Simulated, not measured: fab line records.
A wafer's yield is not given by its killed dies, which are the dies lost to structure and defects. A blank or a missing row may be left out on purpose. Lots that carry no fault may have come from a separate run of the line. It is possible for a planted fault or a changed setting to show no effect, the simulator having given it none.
Split-lot experiment :: flow rit_cmos :: on a route of 202 steps: 5 lots, 23 wafers read

## ABOUT THE SPLIT
At RIT_M1_EXPOSE_06 (exposes mask M12, target cd 2600 nm), the setting dose_mj was moved away from the recipe's 250 on 9 of the 23 wafers read, by -5.4% to +4.9%. The other wafers ran this setting at the recipe's value.

## FROM THE SPLIT TO THE READING: what the file shows between them, 7 steps
- RIT_M1_PEB_07
- RIT_M1_DEVELOP_08: develop time 68 s
- RIT_M1_CD_MEAS_09: target cd 2600 nm
- RIT_M1_HARDBAKE_11: time 120 s
- RIT_M1_METAL_ETCH_12: etches Al in Cl2/BCl3, stops on SiO2, time 165 s, target depth 600 nm
- RIT_M1_STRIP_13: strips in nmp, time 600 s
- RIT_M1_STRIP_14: strips in O2, time 180 s

## THE READING
cd_nm, in nm, at RIT_M1_CD_MEAS_90 (target cd 2600 nm). On this fab line, fault-free wafers typically give 2600.8 nm with a standard deviation of 2 nm.

wafer: L074.1
tool, chamber at the split: iline_stepper-01, 0
dose_mj as run: 250
against the recipe: recipe
cd_nm, nm: 2600.4
against lot-mates on the recipe: -

wafer: L074.2
tool, chamber at the split: iline_stepper-01, 0
dose_mj as run: 241.8
against the recipe: -3.3%
cd_nm, nm: 2608.9
against lot-mates on the recipe: +9.3

wafer: L074.4
tool, chamber at the split: iline_stepper-01, 0
dose_mj as run: 250
against the recipe: recipe
cd_nm, nm: 2598.8
against lot-mates on the recipe: -

wafer: L074.5
tool, chamber at the split: iline_stepper-01, 0
dose_mj as run: 250
against the recipe: recipe
cd_nm, nm: 2599.7
against lot-mates on the recipe: -

wafer: L074.6
tool, chamber at the split: iline_stepper-01, 0
dose_mj as run: 241.8
against the recipe: -3.3%
cd_nm, nm: 2609.0
against lot-mates on the recipe: +9.4

wafer: L076.1
tool, chamber at the split: iline_stepper-02, 0
dose_mj as run: 250
against the recipe: recipe
cd_nm, nm: 2597.9
against lot-mates on the recipe: -

wafer: L076.2
tool, chamber at the split: iline_stepper-02, 0
dose_mj as run: 250
against the recipe: recipe
cd_nm, nm: 2599.8
against lot-mates on the recipe: -

wafer: L076.3
tool, chamber at the split: iline_stepper-02, 0
dose_mj as run: 250
against the recipe: recipe
cd_nm, nm: 2599.3
against lot-mates on the recipe: -

wafer: L076.4
tool, chamber at the split: iline_stepper-02, 0
dose_mj as run: 262.2
against the recipe: +4.9%
cd_nm, nm: 2585.1
against lot-mates on the recipe: -13.9

wafer: L076.6
tool, chamber at the split: iline_stepper-02, 0
dose_mj as run: 262.2
against the recipe: +4.9%
cd_nm, nm: 2583.2
against lot-mates on the recipe: -15.8

wafer: L079.1
tool, chamber at the split: iline_stepper-02, 0
dose_mj as run: 250
against the recipe: recipe
cd_nm, nm: 2603.4
against lot-mates on the recipe: -

wafer: L079.2
tool, chamber at the split: iline_stepper-02, 0
dose_mj as run: 250
against the recipe: recipe
cd_nm, nm: 2603.3
against lot-mates on the recipe: -

wafer: L079.3
tool, chamber at the split: iline_stepper-02, 0
dose_mj as run: 250
against the recipe: recipe
cd_nm, nm: 2602.5
against lot-mates on the recipe: -

wafer: L084.1
tool, chamber at the split: iline_stepper-01, 0
dose_mj as run: 250
against the recipe: recipe
cd_nm, nm: 2605.0
against lot-mates on the recipe: -

wafer: L084.2
tool, chamber at the split: iline_stepper-01, 0
dose_mj as run: 237.8
against the recipe: -4.9%
cd_nm, nm: 2618.8
against lot-mates on the recipe: +15.6

wafer: L084.3
tool, chamber at the split: iline_stepper-01, 0
dose_mj as run: 237.8
against the recipe: -4.9%
cd_nm, nm: 2618.0
against lot-mates on the recipe: +14.8

wafer: L084.4
tool, chamber at the split: iline_stepper-01, 0
dose_mj as run: 250
against the recipe: recipe
cd_nm, nm: 2601.4
against lot-mates on the recipe: -

wafer: L084.6
tool, chamber at the split: iline_stepper-01, 0
dose_mj as run: 237.8
against the recipe: -4.9%
cd_nm, nm: 2618.1
against lot-mates on the recipe: +14.9

wafer: L085.2
tool, chamber at the split: iline_stepper-01, 0
dose_mj as run: 236.6
against the recipe: -5.4%
cd_nm, nm: 2616.0
against lot-mates on the recipe: +15.2

wafer: L085.3
tool, chamber at the split: iline_stepper-01, 0
dose_mj as run: 250
against the recipe: recipe
cd_nm, nm: 2600.1
against lot-mates on the recipe: -

wafer: L085.4
tool, chamber at the split: iline_stepper-01, 0
dose_mj as run: 250
against the recipe: recipe
cd_nm, nm: 2601.9
against lot-mates on the recipe: -

wafer: L085.5
tool, chamber at the split: iline_stepper-01, 0
dose_mj as run: 250
against the recipe: recipe
cd_nm, nm: 2600.3
against lot-mates on the recipe: -

wafer: L085.6
tool, chamber at the split: iline_stepper-01, 0
dose_mj as run: 236.6
against the recipe: -5.4%
cd_nm, nm: 2614.6
against lot-mates on the recipe: +13.8

THE FIT
A straight line over all 23 wafers: cd_nm changes by -3.19 nm for each +1% of dose_mj; r = -0.97; the points scatter about the line by 2.1 nm.
The same after taking each lot's own level away (the mean of its wafers on the recipe; 23 wafers): -2.95 nm for each +1%; r = -0.99; scatter 0.99 nm.
According to that fit, moving dose_mj by its largest amount changes the reading by 16 nm.
Across the lots, their own levels run from 2599.00 to 2603.20 nm, a range of 2.1 times the standard deviation given above.
So the lot-to-lot level changes the slope little: the two slopes agree.
Check: +15.8 nm against its lot-mates is what the line predicts for one of the wafers moved furthest among these (-5.4%) when that wafer is left out of the fit. Against them it came out at +15.2 nm.

## THE WHOLE CHAIN: every reading that the file lists as answering this split, in the file's order
step: RIT_M1_CD_MEAS_09
what it does: target cd 2600 nm
reading: cd_nm
change (the file's fit): -3.06 nm for each +1% of the setting
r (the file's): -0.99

step: RIT_M1_METAL_ETCH_12
what it does: etches Al in Cl2/BCl3, stops on SiO2, time 165 s, target depth 600 nm
reading: M1.cd_nm (the simulator's own value, which no gauge read)
change (the file's fit): -2.92 nm for each +1% of the setting
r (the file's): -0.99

step: RIT_M1_CD_MEAS_90
what it does: target cd 2600 nm
reading: cd_nm
change (the file's fit): -2.92 nm for each +1% of the setting
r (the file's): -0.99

## FILE'S OWN FIT
cd_nm changes by -2.92 nm for each +1% of dose_mj, r = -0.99.
